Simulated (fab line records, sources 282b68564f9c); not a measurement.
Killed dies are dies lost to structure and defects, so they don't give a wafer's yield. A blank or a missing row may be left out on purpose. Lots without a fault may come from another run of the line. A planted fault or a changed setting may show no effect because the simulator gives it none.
A struck lot beside a sound one | flow rit_cmos | 17 steps out of a route of 202
Sound: wafers L105.1, L105.4, L105.5. Struck: wafers L111.3, L111.5. (L111.6 of the same lot was not struck and is left out.) The cause comes at the end.
At each step with rows: each side's tool, then ch and its chambers, then its first start. Under that, the readings that differ: sound wafers | struck wafers | difference of the means | sigmas: that difference in standard deviations of wafers without a fault.
alike: readings whose means differ by less than 2 such deviations, and words and numbers that are the same on both sides. not compared: withheld readings, readings that some wafer has no value for, bounds like >300 that may hide the same value, and numbers for which the record gives no deviation and whose values overlap.
The two part at a step that has a row with sigmas, a row that says differs or no value, or rows on one side only. Numbers that don't overlap but have no deviation are shown without sigmas and don't part them. A reading that every wafer of one side lacks parts them only if that side has two wafers or more.

first, 1 step without rows for these wafers: RIT_PSD_IMPLANT_08.
RIT_PSD_STRIP_09: strips in O2, time 180 s.
  sound on plasma_asher-01 ch 0,1, day 3 18:30; struck on plasma_asher-01 ch 0, day 5 03:07
  alike: drypump_motor_current_A, o2_flow_sccm, rf_refl_power_W
  not compared: rf_hours_counter_h
RIT_PSD_TW_MEAS_10:
  sound on film_metro-02, day 3 18:40; struck on film_metro-03, day 5 03:15
  reading | sound          | struck    | difference | sigmas
  PSD_TW  | 3356 3376 3362 | 3461 3476 | +104       | +3
then, 3 steps without rows for these wafers: RIT_SDANNEAL_CLEAN_00 (cleans in SC1, time 600 s); RIT_SDANNEAL_CLEAN_01 (cleans in dHF, time 30 s); RIT_SDANNEAL_CLEAN_02 (cleans in SC2, time 600 s).
RIT_SDANNEAL_RTA_03: time 5 s.
  sound on rtp_anneal-02 ch 0, day 3 19:06; struck on rtp_anneal-02 ch 0, day 5 03:41
  alike: wafer_temp_C_max
RIT_SDANNEAL_RS_MEAS_04: measures by four-point-probe.
  sound on film_metro-03, day 3 19:10; struck on film_metro-02, day 5 03:46
  alike: PSD_RS
RIT_SDANNEAL_RS_MEAS_05: measures by four-point-probe.
  sound on film_metro-03, day 3 19:17; struck on film_metro-02, day 5 03:53
  reading         | sound             | struck      | difference | sigmas
  NSD_RS (ohm/sq) | 84.01 83.99 84.07 | 84.50 84.71 | +0.58      | +2
RIT_SDANNEAL_RS_MEAS_06: measures by four-point-probe.
  sound on film_metro-03, day 3 19:24; struck on film_metro-02, day 5 04:00
  alike: PLDD_RS
RIT_SDANNEAL_RS_MEAS_07: measures by four-point-probe.
  sound on film_metro-03, day 3 19:31; struck on film_metro-02, day 5 04:07
  alike: NLDD_RS
then, 1 step without rows for these wafers: RIT_SILICIDE_WET_ETCH_00 (etches SiO2 in BOE, target depth 14 nm, time 15 s).
RIT_SILICIDE_SPUTTER_01: material Ti, target thk 30 nm, time 240 s.
  sound on pvd_sputter-02, day 3 19:39; struck on pvd_sputter-02, day 5 04:13
  reading                                     | sound            | struck      | difference | sigmas
  model.Ti_of_SILICIDE_SPUTTER_01.thk_nm (nm) | 29.85 29.9 30.08 | 35.35 35.04 | +5.25      |
  alike: cathode_dc_power_W, throttle_valve_pct
RIT_SILICIDE_RS_MEAS_02: measures by four-point-probe.
  sound on film_metro-01, day 3 19:48; struck on film_metro-04, day 5 04:24
  reading                 | sound          | struck    | difference | sigmas
  SILICIDE_TI_RS (ohm/sq) | 48.2 48.1 47.6 | 39.0 39.4 | -8.8       | -15
RIT_SILICIDE_THK_MEAS_03: measures by xrf.
  sound on film_metro-01, day 3 19:55; struck on film_metro-04, day 5 04:30
  reading              | sound          | struck    | difference | sigmas
  SILICIDE_TI_THK (nm) | 30.4 30.6 30.7 | 36.3 35.6 | +5.4       | +16
RIT_SILICIDE_RTA_04: time 10 s, ramp up 5 s, ramp down 5 s.
  sound on rtp_anneal-01 ch 0, day 3 19:59; struck on rtp_anneal-01 ch 0, day 5 04:34
  alike: wafer_temp_C_max
RIT_M1_PROBE_99:
  sound on prober-01, day 4 02:25; struck on prober-01, day 5 12:05
  reading                              | sound             | struck      | difference | sigmas
  model.etest.npoly_line.line_ohm_um   | 163.9 167.4 164.7 | 151.5 157.6 | -10.8      |
  model.etest.ppoly_line.line_ohm_um   | 156.2 160.5 157.3 | 149.9 148.7 | -8.7       |
  model.etest.contact_pplus.end_ohm_um | 43.79 44.96 44.86 | 53.42 53.2  | +8.77      |
  model.etest.contact_nplus.end_ohm_um | 40.28 41.41 40.99 | 48.7 49.62  | +8.3       |
  model.etest.ppoly_line.width_nm (nm) | 104.7 103.2 105.1 | 99.59 97.98 | -5.55      |
  model.etest.npoly_line.width_nm (nm) | 104.5 102.4 104.4 | 98.74 97.57 | -5.61      |
  model.etest.npoly_line.rs_ohm_sq     | 16.98 17.11 17    | 15.16 15.24 | -1.83      |
  model.etest.ppoly_line.rs_ohm_sq     | 16.35 16.59 16.4  | 14.71 14.79 | -1.70      |
  alike: killed_at_front_end, killed_dies, killed_open, killed_short

WHERE THEY PART
First at RIT_PSD_TW_MEAS_10; last, within this record, at RIT_SILICIDE_THK_MEAS_03. Later steps at which nothing parts them and some readings are alike: RIT_SILICIDE_RTA_04, RIT_M1_PROBE_99.

WHY: what the simulator had put in
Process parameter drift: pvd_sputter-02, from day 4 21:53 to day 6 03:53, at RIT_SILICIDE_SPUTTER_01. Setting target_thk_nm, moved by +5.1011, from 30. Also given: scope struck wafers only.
